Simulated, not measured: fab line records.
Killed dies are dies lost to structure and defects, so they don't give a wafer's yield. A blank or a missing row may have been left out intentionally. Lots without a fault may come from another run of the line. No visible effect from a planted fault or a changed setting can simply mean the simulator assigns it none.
Struck lot and sound lot, side by side + flow rit cmos + 26 steps out of a route of 202
Sound: the wafers L163.1, L163.2, L163.5. Wafers L173.1, L173.5, L173.6 were the ones struck. Last of all comes the cause.
Order at every step that has rows: each side's tool, ch and its chambers, its first start. Under that, the readings that differ: sound wafers + struck wafers + difference of the means + sigmas: that difference in standard deviations of wafers without a fault.
alike: words and numbers the same on both sides, and readings whose means are apart by under 2 such deviations; not compared: readings that were withheld, readings missing a value for some wafer, numbers with overlapping values and no deviation given by the record, and bounds like >300 which may hide the same value.
A row with sigmas, a row that says differs or no value, or rows on one side alone: a step with any of these is where the two part. Non-overlapping numbers with no deviation appear without sigmas and do not part them. Lack of a reading on every wafer of one side parts them only where that side has two or more wafers.

first, 1 step without rows for these wafers: RIT_SPACER_CVD_03 (deposits Si3N4 from SiH2Cl2/NH3, target thk 250 nm, time 3300 s).
RIT_SPACER_THK_MEAS_04:
  sound on film metro-02 at day 4 20:30; struck on film metro-02 at day 6 21:10
  alike: SPACER_NITRIDE_THK
RIT_SPACER_ETCHBACK_05: etches Si3N4 in SF6/CHF3, stops on SiO2, target depth 250 nm, time 240 s.
  sound on rie diel-01 ch 0,2,3, day 4 20:34; struck on rie diel-01 ch 0,2,3, day 6 21:13
  alike: SF6_flow_sccm, drypump motor current A, oes product au, throttle valve pct
  not compared: rf hours counter h
then, 6 steps without rows for these wafers: RIT_NSD_HMDS_00 (prime time 60 s); RIT_NSD_COAT_01 (resist thk 1000 nm); RIT_NSD_SOFTBAKE_02 (time 60 s); RIT_NSD_EXPOSE_03 (exposes mask M9, target cd 40700 nm); RIT_NSD_PEB_04; RIT_NSD_DEVELOP_05 (develop time 50 s).
RIT_NSD_OVL_MEAS_06:
  sound on overlay-01 at day 4 21:34; struck on overlay-02 at day 6 22:13
  alike: NSD_OVL
then, 2 steps without rows for these wafers: RIT_NSD_HARDBAKE_07 (time 60 s); RIT_NSD_IMPLANT_08.
RIT_NSD_STRIP_09: strips in O2, time 180 s.
  sound on plasma asher-02 ch 0,1, day 4 21:54; struck on plasma asher-02 ch 0,1, day 6 22:34
  no value came back on the struck wafers for chamber pressure mTorr (mTorr), drypump motor current A (A); on the sound wafers chamber pressure mTorr (mTorr) reads 4004 4000 4002
| reading                                  | sound | struck            | difference | sigmas |
|------------------------------------------|-------|-------------------|------------|--------|
| model.NOVOLAK_of_NSD_COAT_01.thk nm (nm) | 0 0 0 | 882.4 882.4 882.3 | +882.4     |        |
  not compared: rf hours counter h
RIT_NSD_TW_MEAS_10:
  sound on film metro-01 at day 4 22:04; struck on film metro-03 at day 6 22:44
  alike: NSD_TW
then, 6 steps without rows for these wafers: RIT_PSD_HMDS_00 (prime time 60 s); RIT_PSD_COAT_01 (resist thk 1000 nm); RIT_PSD_SOFTBAKE_02 (time 60 s); RIT_PSD_EXPOSE_03 (exposes mask M10, target cd 40900 nm); RIT_PSD_PEB_04; RIT_PSD_DEVELOP_05 (develop time 50 s).
RIT_PSD_OVL_MEAS_06:
  sound on overlay-02 at day 4 22:59; struck on overlay-02 at day 6 23:38
  alike: PSD_OVL
then, 2 steps without rows for these wafers: RIT_PSD_HARDBAKE_07 (time 60 s); RIT_PSD_IMPLANT_08.
RIT_PSD_STRIP_09: strips in O2, time 180 s.
  sound on plasma asher-01 ch 0,1, day 4 23:19; struck on plasma asher-03 ch 0,1, day 6 23:59
  alike: chamber pressure mTorr, drypump motor current A
  not compared: rf hours counter h
RIT_PSD_TW_MEAS_10:
  sound on film metro-04 at day 4 23:29; struck on film metro-01 at day 7 00:23
| reading | sound          | struck   | difference | sigmas      |
|---------|----------------|----------|------------|-------------|
| PSD_TW  | 3466 3478 3466 | 30 30 30 | -3440      | -99 or more |
  not compared: hold
RIT_M1_PROBE_99:
  the record holds rows for the sound wafers here (prober-02, day 5 10:23) but none for the struck ones

== WHERE THEY PART ==
Last at RIT_M1_PROBE_99 as far as this record goes, first at RIT_NSD_STRIP_09.

WHY: what had been put in by the simulator
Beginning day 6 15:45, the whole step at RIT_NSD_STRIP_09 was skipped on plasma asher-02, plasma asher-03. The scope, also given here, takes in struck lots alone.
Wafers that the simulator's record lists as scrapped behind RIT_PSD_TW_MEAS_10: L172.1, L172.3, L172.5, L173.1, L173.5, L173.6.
